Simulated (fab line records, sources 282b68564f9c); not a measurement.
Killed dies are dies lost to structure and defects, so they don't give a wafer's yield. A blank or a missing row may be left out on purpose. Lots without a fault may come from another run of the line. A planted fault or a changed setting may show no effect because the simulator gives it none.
fab line records | flow rit_cmos
record lots=13 wafers=39 last_day=7
route steps=202 shown GATE@84 M1@202
lots that met no fault: from a run of the same line without faults
start_h: hours from the record's first day to the start of the lot's first wafer shown | wait_h: hours since the lot's step before | " the same as in the row above | L1.1+2: a row that stands for several wafers | - no value, or no start given | * or withheld: withheld | < > ~ a bound
route shown NAME@n: a module of which the file shows steps, and the number in the route of the first | usual: mean/standard deviation of fault-free wafers | same: alike in all rows | chamber/n: place in a boat | sites: the reading at each site | _std_site: their standard deviation | _edge_site: outer sites' mean less inner sites' | radius_mm: how far each site lies from the wafer's centre | mask NAME#n: copy n | behind: the tool/chamber that last shaped the wafer | hold: why the lot was held/for how many hours/how that ended | device: the transistor (n, p or np) that didn't switch | end of line: the same wafers' tests at the end of the route | a step without rows: its recipe alone | killed: dies lost to structure and defects at the first sort, not the wafer's yield | map: a wafer's dies, x killed, . not, _ none there
set.NAME: the setting as run; set.NAME@STEP: as run at that earlier step | model.NAME: the simulator's own value behind a step, which no gauge read
steps of the route over a sample of lots; a table a step, a row a wafer
services: from which hour (start_h, from the record's first day; less than 0 if before it) a tool's chamber was out of use, for how many hours, and why
## steps
# step RIT_GATE_CVD_08
# recipe material=poly-Si target_thk_nm=250 temp_c=610 precursor=SiH4 time_s=2220 pressure_mtorr=300 sih4_flow_sccm=96.44
# usual zone_power_source_pct=12.2/1.7
# columns lot.wafer tool chamber start_h wait_h zone_power_source_pct
L300.2 lpcvd-01 0 33.76 0.0 11.4
L300.3 " 0 " " 11.4
L300.5 " 0 " " 11.3
L302.1 lpcvd-01 1 43.77 0.1 14.8
L302.4 " 1 " " 15.1
L302.6 " 1 " " 15.2
L303.1 lpcvd-02 1 49.17 0.1 12.0
L303.5 " 1 " " 11.9
L303.6 " 1 " " 11.8
L304.4 lpcvd-01 1 53.32 0.0 15.0
L304.5 " 1 " " 15.0
L304.6 " 1 " " 15.0
L305.1 lpcvd-02 0 58.40 0.1 10.8
L305.2 " 0 " " 10.8
L305.4 " 0 " " 10.8
L308.2 lpcvd-01 1 73.55 0.0 14.7
L308.4 " 1 " " 15.0
L308.6 " 1 " " 15.1
L311.1 lpcvd-01 0 88.99 0.1 11.3
L311.5 " 0 " " 11.2
L311.6 " 0 " " 11.1
L315.3 lpcvd-02 1 108.56 0.0 12.0
L315.4 " 1 " " 11.9
L315.5 " 1 " " 11.7
L316.1 lpcvd-02 0 114.54 0.1 10.7
L316.4 " 0 " " 10.8
L316.6 " 0 " " 10.8
L317.3 lpcvd-02 0 120.70 0.0 10.7
L317.4 " 0 " " 10.8
L317.6 " 0 " " 11.2
L320.1 lpcvd-02 0 133.96 0.1 11.1
L320.2 " 0 " " 11.0
L320.6 " 0 " " 10.8
L321.1 lpcvd-02 1 139.70 0.1 12.0
L321.3 " 1 " " 11.7
L321.6 " 1 " " 12.0
L323.3 lpcvd-02 0 153.58 0.0 10.7
L323.4 " 0 " " 10.8
L323.6 " 0 " " 10.9
# step RIT_GATE_THK_MEAS_09
# recipe reads=poly-Si_of_GATE_CVD_08
# usual GATE_POLY_THK=240.5/2.4
# columns lot.wafer tool chamber start_h wait_h hold GATE_POLY_THK[nm]
L300.2 film_metro-02 - 35.38 0.0 - 236.5
L300.3 " - " " - 238.4
L300.5 " - " " - 239.9
L302.1 film_metro-02 - 45.38 0.0 - 241.9
L302.4 " - " " - 242.4
L302.6 " - " " - 240.4
L303.1 film_metro-02 - 50.79 0.0 - 241.3
L303.5 " - " " - 239.8
L303.6 " - " " - 240.3
L304.4 film_metro-01 - 54.97 0.0 - 240.4
L304.5 " - " " - 241.8
L304.6 " - " " - 241.8
L305.1 film_metro-01 - 60.02 0.0 - 241.6
L305.2 " - " " - 243.1
L305.4 " - " " - 244.5
L308.2 film_metro-03 - 75.18 0.0 - 235.7
L308.4 " - " " - 238.3
L308.6 " - " " - 235.7
L311.1 film_metro-02 - 90.61 0.0 await_dispo/0.2h/release 227.3
L311.5 " - " " await_dispo/0.2h/release 227.6
L311.6 " - " " await_dispo/0.2h/release 227.0
L311.1 film_metro-02 - 90.84 0.2 - 227.4
L311.5 " - " " - 227.5
L311.6 " - " " - 227.2
L315.3 film_metro-03 - 110.20 0.0 - 237.4
L315.4 " - " " - 237.2
L315.5 " - " " - 237.3
L316.1 film_metro-03 - 116.16 0.0 - 238.7
L316.4 " - " " - 241.2
L316.6 " - " " - 238.8
L317.3 film_metro-01 - 122.34 0.0 - 242.3
L317.4 " - " " - 242.8
L317.6 " - " " - 244.1
L320.1 film_metro-01 - 135.58 0.0 - 238.6
L320.2 " - " " - 238.6
L320.6 " - " " - 238.2
L321.1 film_metro-02 - 141.32 0.0 - 242.6
L321.3 " - " " - 244.8
L321.6 " - " " - 241.3
L323.3 film_metro-02 - 155.22 0.0 - 245.3
L323.4 " - " " - 243.4
L323.6 " - " " - 245.2
# step RIT_M1_PROBE_99
# usual killed_at_contacts=0.1/0.29 killed_at_front_end=7/3 killed_dies=7/3 killed_open=3.5/2 killed_short=3.4/2
# same gross_dies=264 killed_at_M0_to_M3=0 killed_at_M4_up=0 killed_at_back_side=0 killed_at_other=0
# columns lot.wafer tool chamber start_h wait_h killed_at_contacts killed_at_front_end killed_dies killed_open killed_short
L311.1 prober-02 - 119.03 0.1 0 5 5 2 3
L311.5 prober-02 - 119.23 0.2 0 8 8 2 6
L311.6 prober-02 - 119.28 0.2 0 4 4 1 3
# killed by level:class
L311.1 FOX1:geometric_particle:open=1 FOX2:geometric_particle:short=1 GATE:geometric_particle:short=1 GATE:geometric_particle:open=1 SILICIDE:geometric_particle:short=1
L311.5 GATE:geometric_particle:short=3 SILICIDE:geometric_particle:short=2 FOX1:geometric_particle:short=1 GATE:geometric_particle:open=1 SPACER:geometric_particle:open=1
L311.6 GATE:geometric_particle:short=3 GATE:geometric_particle:open=1
## services
# columns tool chamber start_h hours kind
lpcvd-02 - 73.56 6.0 pm
## key
first_sign step=RIT_GATE_THK_MEAS_09 reading=visit direction=added
effect step=RIT_GATE_THK_MEAS_09 reading=GATE_POLY_THK direction=down sigmas=5.4 usual=240.5 struck=227.3
met_at RIT_GATE_CVD_08
struck_lots L311
struck_wafers L311.1,L311.5,L311.6
tester_left_out L311
onset_between 33.76 88.99
fault kind=process_parameter_drift tool=lpcvd-01 chamber=0 onset_h=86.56 steps=RIT_GATE_CVD_08 channel=time_s offset=* shape=step end_h=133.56 acts_in=* stated=*
# tester_left_out: of these lots the tester's yield and bins aren't shown, on N5 and GAA mostly nor the transistor test; their killed dies are dies lost to structure and defects alone, not to doping, threshold or leakage, so they don't give the yield
